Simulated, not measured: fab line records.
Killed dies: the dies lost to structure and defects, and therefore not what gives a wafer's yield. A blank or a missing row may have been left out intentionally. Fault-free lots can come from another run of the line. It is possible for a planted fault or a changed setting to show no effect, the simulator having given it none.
fab line records	flow rit-cmos
[record] lots = 6	wafers = 18	last-day = 7
route steps=202 shown CONTACT@177 M1@184
lots untouched by any fault: they come from a run of this same line in which no faults occurred
start-h: the number of hours between the record's first day and the start of the first shown wafer of the lot	wait-h: how many hours have passed since the lot's step before this one	" repeats the value in the row above	L1.1+2: several wafers, shown together as one row	- either no value or no given start	* or withheld: withheld	< > ~ a bound
route shown NAME@n: NAME is a module with steps in the file, n the number in the route of the first one	usual: mean/standard deviation taken from wafers without a fault	same: alike in all rows	chamber/n: place in a boat	sites: readings site by site	_std_site: standard deviation across them	_edge_site: inner sites' mean taken away from outer sites' mean	radius-mm: for every site, how far away it sits from the centre of the wafer	mask NAME#n: copy n	behind: the tool/chamber that last shaped the wafer	hold: cause of the lot's hold/its duration in hours/its outcome	device: transistor that didn't switch, given as n, p or np	end of line: the tests these same wafers got at the end of their route	for a step that has no rows: nothing shown but its recipe	killed: at the first sort, the dies lost to defects and structure; wafer yield is something else	map: the dies of a wafer, with x for killed, . for not killed, _ for no die there
set.NAME: the setting that was run; set.NAME@STEP: the one run at that earlier step	model.NAME: the simulator's own value behind a step, which no gauge read
lots at some steps of the route; a table a step, a row a wafer
services: from which hour (start-h, from the record's first day; less than 0 if before it) a tool's chamber was out of use, for how many hours, and why
[[steps]]
[step RIT_CONTACT_OVL_MEAS_09]
[usual] CONTACT_OVL = -1.0/1.6
lot.wafer	tool	chamber	start-h	wait-h	CONTACT_OVL[nm]
L236.1	overlay-02	-	77.91	0.1	-0.5
L236.2	"	-	"	"	-1.3
L236.3	"	-	"	"	-1.6
L238.2	overlay-02	-	86.01	0.1	0.0
L238.3	"	-	"	"	-0.4
L238.5	"	-	"	"	-1.2
L245.1	overlay-02	-	122.25	0.1	-1.4
L245.3	"	-	"	"	-0.9
L245.6	"	-	"	"	-1.7
L249.2	overlay-01	-	141.66	0.1	-1.2
L249.4	"	-	"	"	-2.3
L249.6	"	-	"	"	-1.3
L251.3	overlay-02	-	152.51	0.1	0.8
L251.4	"	-	"	"	0.4
L251.6	"	-	"	"	0.5
L254.3	overlay-02	-	172.17	0.1	-1.0
L254.4	"	-	"	"	-0.6
L254.6	"	-	"	"	1.1
[step RIT_CONTACT_HARDBAKE_10]
[recipe] resist = NOVOLAK	temp-c = 140	time-s = 60
[step RIT_CONTACT_ETCH_11]
[recipe] target-depth-a = 4800	over-etch-frac = 0.2	stop-on = TiSi2	chemistry = CHF3/CF4/Ar	target = SiO2	CHF3_flow_sccm = 50	cf4-flow-sccm = 10	Ar_flow_sccm = 100	O2_flow_sccm = 5	pressure-mtorr = 100	rf-w = 200	time-s = 320
[usual] chamber-pressure-mTorr = 100.00/0.1	drypump-motor-current-A = 5.8/0.59	oes-product-au = 0.994/0.016	throttle-valve-pct = 8.83/0.11
lot.wafer	tool	chamber	start-h	wait-h	chamber-pressure-mTorr	drypump-motor-current-A	oes-product-au	rf-hours-counter-h	throttle-valve-pct
L236.1	rie-diel-02	1	78.09	0.1	100.03	6.5	1.019	31	8.94
L236.2	"	2	"	"	99.99	6.3	0.997	49	8.95
L236.3	"	3	"	"	100.17	5.7	0.965	7	8.89
L238.2	rie-diel-04	3	86.19	0.1	99.76	5.6	1.025	99	8.77
L238.3	"	1	"	"	100.23	6.6	1.009	141	8.81
L238.5	"	0	"	"	99.91	4.9	1.001	-	8.86
L245.1	rie-diel-04	2	122.43	0.1	99.94	5.8	0.982	30	8.64
L245.3	"	1	"	"	100.14	6.5	0.990	142	8.82
L245.6	"	2	"	"	99.92	5.8	0.987	-	8.63
L249.2	rie-diel-01	3	141.90	0.1	100.06	5.2	0.978	85	9.02
L249.4	"	2	"	"	99.85	6.2	1.003	76	8.92
L249.6	"	2	"	"	100.00	6.2	1.004	-	8.93
L251.3	rie-diel-02	2	152.68	0.1	99.93	6.3	1.007	51	8.94
L251.4	"	3	"	"	100.05	5.7	0.972	8	8.89
L251.6	"	3	"	"	99.98	5.7	0.966	-	8.89
L254.3	rie-diel-02	1	172.35	0.1	99.92	6.5	1.014	33	8.94
L254.4	"	0	"	"	100.05	4.9	0.980	142	8.70
L254.6	"	2	"	"	99.91	6.3	1.002	-	8.94
[step RIT_CONTACT_STRIP_12]
[recipe] chemistry = O2	time-s = 187.2	resist = NOVOLAK	platen-temp-c = withheld	power-w = 500	pressure-mtorr = 4000	o2-flow-sccm = 4000
[usual] chamber-pressure-mTorr = 4000/3.9	drypump-motor-current-A = 5.7/0.32
lot.wafer	tool	chamber	start-h	wait-h	chamber-pressure-mTorr	drypump-motor-current-A	rf-hours-counter-h
L236.1	plasma-asher-02	1	78.29	0.1	4001	5.7	43
L236.2	"	0	"	"	4000	5.3	43
L236.3	"	0	"	"	4000	5.3	-
L238.2	plasma-asher-03	0	86.39	0.1	4005	5.9	47
L238.3	"	0	"	"	3998	5.9	-
L238.5	"	1	"	"	3997	5.4	-
L245.1	plasma-asher-01	1	122.63	0.1	4004	6.2	47
L245.3	"	1	"	"	4008	6.2	-
L245.6	"	0	"	"	4001	5.4	-
L249.2	plasma-asher-03	1	142.09	0.1	3995	5.5	53
L249.4	"	0	"	"	3997	5.9	-
L249.6	"	1	"	"	3999	5.4	-
L251.3	plasma-asher-02	0	152.93	0.2	3997	5.3	-
L251.4	"	1	"	"	4000	5.7	-
L251.6	"	1	"	"	3996	5.7	-
L254.3	plasma-asher-02	0	172.60	0.2	3999	5.3	-
L254.4	"	1	"	"	3999	5.7	-
L254.6	"	1	"	"	4005	5.7	-
[step RIT_CONTACT_CD_MEAS_90]
[recipe] target-cd-nm = 1000
[usual] cd-nm = 1000.2/2.2
lot.wafer	tool	chamber	start-h	wait-h	cd-nm
L236.1	cd-sem-02	-	78.46	0.1	1002.8
L236.2	"	-	"	"	1004.4
L236.3	"	-	"	"	1003.5
L238.2	cd-sem-02	-	86.58	0.1	1000.7
L238.3	"	-	"	"	1002.2
L238.5	"	-	"	"	1001.9
L245.1	cd-sem-02	-	122.80	0.1	1003.6
L245.3	"	-	"	"	999.4
L245.6	"	-	"	"	1001.8
L249.2	cd-sem-01	-	142.29	0.1	1001.0
L249.4	"	-	"	"	998.3
L249.6	"	-	"	"	999.4
L251.3	cd-sem-02	-	153.09	0.1	998.5
L251.4	"	-	"	"	999.7
L251.6	"	-	"	"	998.8
L254.3	cd-sem-02	-	172.76	0.1	1000.4
L254.4	"	-	"	"	1001.5
L254.6	"	-	"	"	1002.2
[step RIT_CONTACT_CLEAN_13]
[recipe] chemistry = SC1	mix = 3:3:50	time-s = 600	temp-c = 75
[step RIT_CONTACT_CLEAN_14]
[recipe] chemistry = SC2	mix = 3:3:50	time-s = 600	temp-c = 75	dry = n2-spin
[step RIT_M1_SPUTTER_00]
[recipe] material = Al	target-thk-nm = 400	power-w = 2000	chamber-pressure-pa = 0.4	gas = Ar	time-s = 500	substrate-temp-c = 25
[usual] throttle-valve-pct = 29.5/0.67
lot.wafer	tool	chamber	start-h	wait-h	throttle-valve-pct
L236.1	pvd-sputter-02	-	78.95	0.0	29.3
L236.2	"	-	"	"	30.8
L236.3	"	-	"	"	30.9
L238.2	pvd-sputter-01	-	87.05	0.0	28.9
L238.3	"	-	"	"	30.3
L238.5	"	-	"	"	29.7
L245.1	pvd-sputter-03	-	123.27	0.0	29.5
L245.3	"	-	"	"	30.2
L245.6	"	-	"	"	30.4
L249.2	pvd-sputter-03	-	142.74	0.0	30.0
L249.4	"	-	"	"	29.6
L249.6	"	-	"	"	29.7
L251.3	pvd-sputter-03	-	153.52	0.0	29.6
L251.4	"	-	"	"	28.2
L251.6	"	-	"	"	29.8
L254.3	pvd-sputter-01	-	173.20	0.0	29.6
L254.4	"	-	"	"	29.2
L254.6	"	-	"	"	28.9
[step RIT_M1_RS_MEAS_01]
[recipe] thk-meas-gauge = four-point-probe	reads = Al_of_M1_SPUTTER_00
[usual] M1_AL_RS = 0.0732/0.00068
lot.wafer	tool	chamber	start-h	wait-h	M1_AL_RS[ohm/sq]
L236.1	film-metro-03	-	79.24	0.1	0.0744
L236.2	"	-	"	"	0.0738
L236.3	"	-	"	"	0.0743
L238.2	film-metro-02	-	87.36	0.2	0.0722
L238.3	"	-	"	"	0.0722
L238.5	"	-	"	"	0.0718
L245.1	film-metro-03	-	123.57	0.1	0.0741
L245.3	"	-	"	"	0.0730
L245.6	"	-	"	"	0.0742
L249.2	film-metro-02	-	143.05	0.2	0.0732
L249.4	"	-	"	"	0.0735
L249.6	"	-	"	"	0.0722
L251.3	film-metro-02	-	153.85	0.2	0.0732
L251.4	"	-	"	"	0.0726
L251.6	"	-	"	"	0.0732
L254.3	film-metro-04	-	173.54	0.2	0.0737
L254.4	"	-	"	"	0.0731
L254.6	"	-	"	"	0.0738
[step RIT_M1_THK_MEAS_02]
[recipe] thk-meas-gauge = xrf	reads = Al_of_M1_SPUTTER_00
[usual] M1_AL_THK = 400/4
lot.wafer	tool	chamber	start-h	wait-h	M1_AL_THK[nm]
L236.1	film-metro-03	-	79.36	0.1	395
L236.2	"	-	"	"	399
L236.3	"	-	"	"	396
L238.2	film-metro-02	-	87.47	0.1	403
L238.3	"	-	"	"	403
L238.5	"	-	"	"	405
L245.1	film-metro-03	-	123.69	0.1	396
L245.3	"	-	"	"	402
L245.6	"	-	"	"	397
L249.2	film-metro-02	-	143.16	0.1	400
L249.4	"	-	"	"	395
L249.6	"	-	"	"	404
L251.3	film-metro-02	-	153.95	0.1	398
L251.4	"	-	"	"	399
L251.6	"	-	"	"	397
L254.3	film-metro-04	-	173.64	0.1	399
L254.4	"	-	"	"	403
L254.6	"	-	"	"	396
[step RIT_M1_HMDS_03]
[recipe] prime-time-s = 60	prime-temp-c = 140
[step RIT_M1_COAT_04]
[recipe] resist = NOVOLAK	spin-rpm = 2000	resist-thk-nm = 1317
[step RIT_M1_SOFTBAKE_05]
[recipe] resist = NOVOLAK	temp-c = 90	time-s = 60
[usual] heater-power-total-W = 34.56/0.05	plate-temp-C = 90.04/0.13
lot.wafer	tool	chamber	start-h	wait-h	heater-power-total-W	plate-temp-C	model.NOVOLAK_of_M1_COAT_04.thk-nm
L236.1	litho-track-01	0	79.72	0.1	34.55	89.70	1314
L236.2	"	0	"	"	34.54	90.05	1313
L236.3	"	0	"	"	34.66	89.91	1313
L238.2	litho-track-04	0	87.85	0.1	34.55	90.11	1320
L238.3	"	0	"	"	34.49	90.22	1316
L238.5	"	0	"	"	34.62	90.04	1321
L245.1	litho-track-01	0	124.05	0.1	35.85	92.60	1312
L245.3	"	0	"	"	35.84	92.34	1311
L245.6	"	0	"	"	35.67	92.43	1306
L249.2	litho-track-01	0	143.54	0.1	35.84	92.53	1300
L249.4	"	0	"	"	35.80	92.37	1305
L249.6	"	0	"	"	35.72	92.58	1302
L251.3	litho-track-02	0	154.34	0.1	34.58	90.02	1314
L251.4	"	0	"	"	34.51	90.17	1310
L251.6	"	0	"	"	34.55	89.96	1309
L254.3	litho-track-02	0	174.03	0.1	34.56	90.11	1319
L254.4	"	0	"	"	34.54	90.00	1319
L254.6	"	0	"	"	34.53	90.00	1315
[step RIT_M1_EXPOSE_06]
[recipe] mask-id = M12	na = 0.6	source-shape = conventional	sigma-outer = 0.5	target-cd-nm = 2600	dose-mj = 250
[step RIT_M1_PEB_07]
[recipe] resist = NOVOLAK	temp-c = withheld	time-s = withheld
[step RIT_M1_DEVELOP_08]
[recipe] resist = NOVOLAK	develop-time-s = 68	dev-temp-c = 23
lot.wafer	tool	chamber	start-h	wait-h	model.NOVOLAK_of_M1_COAT_04.thk-nm
L236.1	litho-track-01	0	-	-	1314
L236.2+3	"	0	"	"	1313
L238.2	litho-track-01	0	-	-	1320
L238.3	"	0	"	"	1316
L238.5	"	0	"	"	1321
L245.1+3	litho-track-04	0	-	-	1311
L245.6	"	0	"	"	1305
L249.2	litho-track-02	0	-	-	1300
L249.4	"	0	"	"	1304
L249.6	"	0	"	"	1302
L251.3	litho-track-01	0	-	-	1313
L251.4	"	0	"	"	1310
L251.6	"	0	"	"	1309
L254.3+4	litho-track-02	0	-	-	1318
L254.6	"	0	"	"	1315
[step RIT_M1_CD_MEAS_09]
[recipe] target-cd-nm = 2600
[usual] cd-nm = 2599.6/2.1
lot.wafer	tool	chamber	start-h	wait-h	cd-nm
L236.1	cd-sem-01	-	80.43	-	2601.4
L236.2	"	-	"	"	2600.5
L236.3	"	-	"	"	2601.5
L238.2	cd-sem-01	-	88.42	-	2598.7
L238.3	"	-	"	"	2598.8
L238.5	"	-	"	"	2600.6
L245.1	cd-sem-01	-	125.06	-	2600.3
L245.3	"	-	"	"	2599.9
L245.6	"	-	"	"	2598.7
L249.2	cd-sem-01	-	144.11	-	2599.9
L249.4	"	-	"	"	2596.5
L249.6	"	-	"	"	2598.1
L251.3	cd-sem-02	-	154.91	-	2600.3
L251.4	"	-	"	"	2601.5
L251.6	"	-	"	"	2602.6
L254.3	cd-sem-01	-	174.72	-	2601.5
L254.4	"	-	"	"	2602.2
L254.6	"	-	"	"	2600.8
[step RIT_M1_PROBE_99]
[usual] defect-limited-yield = 97.3/1.1	killed-at-contacts = 0.1/0.24	killed-at-front-end = 7.1/2.8	killed-dies = 7.2/2.8	killed-open = 3.6/2.1	killed-short = 3.6/1.9	sort_bin_3_pad_short = 0.2/0.25	sort_bin_5_function = 1.6/0.78	sort_bin_6_memory = 1.0/0.65	sort-n-pass = 256.8/2.8	sort-yield-pct = 97.3/1.1
[same] gross-dies = 264	killed_at_M0_to_M3 = 0	killed_at_M4_up = 0	killed-at-back-side = 0	killed-at-other = 0
lot.wafer	tool	chamber	start-h	wait-h	defect-limited-yield[%]	killed-at-contacts	killed-at-front-end	killed-dies	killed-open	killed-short	sort_bin_3_pad_short[%]	sort_bin_5_function[%]	sort_bin_6_memory[%]	sort-n-pass	sort-yield-pct[%]
L236.1	prober-02	-	83.16	0.1	97.7	0	6	6	5	1	0	0.8	1.5	258.0	97.7
L236.2	prober-02	-	83.21	0.1	97.3	1	6	7	2	5	0	1.9	0.8	257.0	97.3
L236.3	prober-02	-	83.26	0.2	98.1	0	5	5	1	4	0	1.5	0.4	259.0	98.1
L238.2	prober-02	-	91.11	0.1	97.0	0	8	8	4	4	0.8	1.1	1.1	256.0	97.0
L238.3	prober-02	-	91.16	0.2	97.3	0	7	7	5	2	0	1.1	1.5	257.0	97.3
L238.5	prober-02	-	91.26	0.2	98.5	0	4	4	3	1	0	0.8	0.8	260.0	98.5
L245.1	prober-02	-	127.81	0.1	97.0	0	8	8	3	5	0.4	2.7	0	256.0	97.0
L245.3	prober-02	-	127.91	0.2	93.6	0	17	17	10	7	0	4.5	1.9	247.0	93.6
L245.6	prober-02	-	128.06	0.2	97.0	0	8	8	7	1	0	1.1	1.9	256.0	97.0
L249.2	prober-02	-	146.80	0.1	97.7	0	6	6	4	2	0	1.5	0.8	258.0	97.7
L249.4	prober-02	-	146.90	0.2	97.7	0	6	6	2	4	0	1.9	0.4	258.0	97.7
L249.6	prober-02	-	147.00	0.2	95.1	0	13	13	8	5	0	1.5	3.4	251.0	95.1
L251.3	prober-02	-	157.65	0.2	97.3	0	7	7	4	3	0	1.9	0.8	257.0	97.3
L251.4	prober-02	-	157.70	0.2	97.7	0	6	6	5	1	0	1.1	1.1	258.0	97.7
L251.6	prober-02	-	157.80	0.2	96.6	0	9	9	4	5	0.4	1.9	1.1	255.0	96.6
L254.3	prober-02	-	178.77	0.2	97.0	1	7	8	6	2	0	2.3	0.8	256.0	97.0
L254.4	prober-02	-	178.82	0.2	95.1	0	13	13	8	5	0.4	3.0	1.5	251.0	95.1
L254.6	prober-02	-	178.92	0.2	97.3	0	7	7	4	3	0.4	1.5	0.8	257.0	97.3
// killed by level:class
L236.1 SILICIDE:geometric-particle:open=3 GATE:geometric-particle:short=1 GATE:geometric-particle:open=1 REOX:geometric-particle:open=1
L236.2 SPACER:geometric-particle:short=2 FOX2:geometric-particle:short=1 REOX:geometric-particle:open=1 SILICIDE:geometric-particle:open=1 SILICIDE:geometric-particle:short=1 CONTACT:geometric-particle:short=1
L236.3 FOX1:geometric-particle:short=2 GATE:geometric-particle:open=1 REOX:geometric-particle:short=1 SPACER:geometric-particle:short=1
L238.2 FOX1:geometric-particle:short=2 GATE:geometric-particle:short=2 GATE:geometric-particle:open=2 SPACER:geometric-particle:open=2
L238.3 REOX:geometric-particle:open=3 FOX1:geometric-particle:short=2 FOX1:geometric-particle:open=1 GATE:geometric-particle:open=1
L238.5 GATE:geometric-particle:open=2 FOX1:geometric-particle:open=1 SILICIDE:geometric-particle:short=1
L245.1 REOX:geometric-particle:short=4 GATE:geometric-particle:open=2 GATE:geometric-particle:short=1 SILICIDE:geometric-particle:open=1
L245.3 GATE:geometric-particle:open=5 FOX1:geometric-particle:open=3 FOX1:geometric-particle:short=3 SILICIDE:geometric-particle:open=2 SILICIDE:geometric-particle:short=2 GATE:geometric-particle:short=1 REOX:geometric-particle:short=1
L245.6 GATE:geometric-particle:open=4 REOX:geometric-particle:open=2 FOX1:geometric-particle:open=1 GATE:geometric-particle:short=1
L249.2 SPACER:geometric-particle:open=2 FOX1:geometric-particle:short=1 FOX2:geometric-particle:short=1 GATE:geometric-particle:open=1 REOX:geometric-particle:open=1
L249.4 FOX1:geometric-particle:short=1 FOX1:geometric-particle:open=1 FOX2:geometric-particle:short=1 GATE:geometric-particle:short=1 GATE:geometric-particle:open=1 SILICIDE:geometric-particle:short=1
L249.6 FOX1:geometric-particle:open=3 GATE:geometric-particle:open=2 FOX2:geometric-particle:short=2 SILICIDE:geometric-particle:open=2 FOX1:geometric-particle:short=1 GATE:geometric-particle:short=1 SPACER:geometric-particle:open=1 SILICIDE:geometric-particle:short=1
L251.3 GATE:geometric-particle:open=2 SILICIDE:geometric-particle:open=2 FOX2:geometric-particle:short=1 SPACER:geometric-particle:short=1 SILICIDE:geometric-particle:short=1
L251.4 SILICIDE:geometric-particle:open=3 SPACER:geometric-particle:open=2 FOX2:geometric-particle:short=1
L251.6 FOX2:geometric-particle:short=2 REOX:geometric-particle:open=2 SPACER:geometric-particle:short=2 FOX1:geometric-particle:short=1 FOX2:geometric-particle:open=1 GATE:geometric-particle:open=1
L254.3 FOX2:geometric-particle:open=2 SPACER:geometric-particle:open=2 FOX1:geometric-particle:short=1 GATE:geometric-particle:short=1 GATE:geometric-particle:open=1 CONTACT:geometric-particle:open=1
L254.4 FOX2:geometric-particle:open=4 FOX1:geometric-particle:short=2 GATE:geometric-particle:short=2 GATE:geometric-particle:open=2 REOX:geometric-particle:open=2 FOX2:geometric-particle:short=1
L254.6 ACTIVE:geometric-particle:open=1 FOX1:geometric-particle:open=1 GATE:geometric-particle:open=1 GATE:geometric-particle:short=1 SPACER:geometric-particle:short=1 SILICIDE:geometric-particle:short=1 SILICIDE:geometric-particle:open=1
[[services]]
tool	chamber	start-h	hours	kind
plasma-asher-01	-	61.46	1.8	repair
rie-diel-02	3	86.45	1.7	repair
rie-diel-04	1	93.59	5.7	repair
rie-diel-02	3	96.32	2.8	repair
plasma-asher-03	-	96.68	6.2	repair
plasma-asher-02	-	108.75	9.0	pm
plasma-asher-02	0	108.75	9.0	vent-cycle
plasma-asher-02	1	108.75	9.0	vent-cycle
rie-diel-04	0	115.14	22.4	repair
plasma-asher-02	0	117.75	-	clean
plasma-asher-02	1	117.75	-	clean
rie-diel-01	3	118.27	4.3	repair
rie-diel-02	0	120.36	8.5	repair
plasma-asher-01	-	128.92	8.7	repair
plasma-asher-03	-	147.66	7.8	repair
pvd-sputter-02	-	147.96	16.7	repair
rie-diel-02	3	158.04	9.7	repair
plasma-asher-03	-	162.77	3.1	repair
rie-diel-04	3	168.62	8.5	repair
rie-diel-04	0	172.60	3.5	repair
[[key]]
[first-sign] step = RIT_M1_SOFTBAKE_05	reading = heater-power-total-W	direction = up	sigmas = 24	usual = 34.56	struck = 35.79
[effect] step = RIT_M1_SOFTBAKE_05	reading = plate-temp-C	direction = up	sigmas = 18	usual = *	struck = *
[model-effect] step = RIT_M1_SOFTBAKE_05	value = NOVOLAK_of_M1_COAT_04.thk-nm	without = 1314	struck = 1306
[model-effect] step = RIT_M1_DEVELOP_08	value = NOVOLAK_of_M1_COAT_04.thk-nm	without = 1314	struck = 1306
met-at RIT_M1_SOFTBAKE_05
struck-wafers L245.1,L245.3,L245.6,L249.2,L249.4,L249.6
onset-between 79.72 124.05
[fault] kind = process-parameter-drift	tool = litho-track-01	chamber = -	onset-h = 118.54	steps = RIT_M1_SOFTBAKE_05	channel = temp-c	offset = *	shape = step	end-h = 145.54	acts-in = *	stated = *
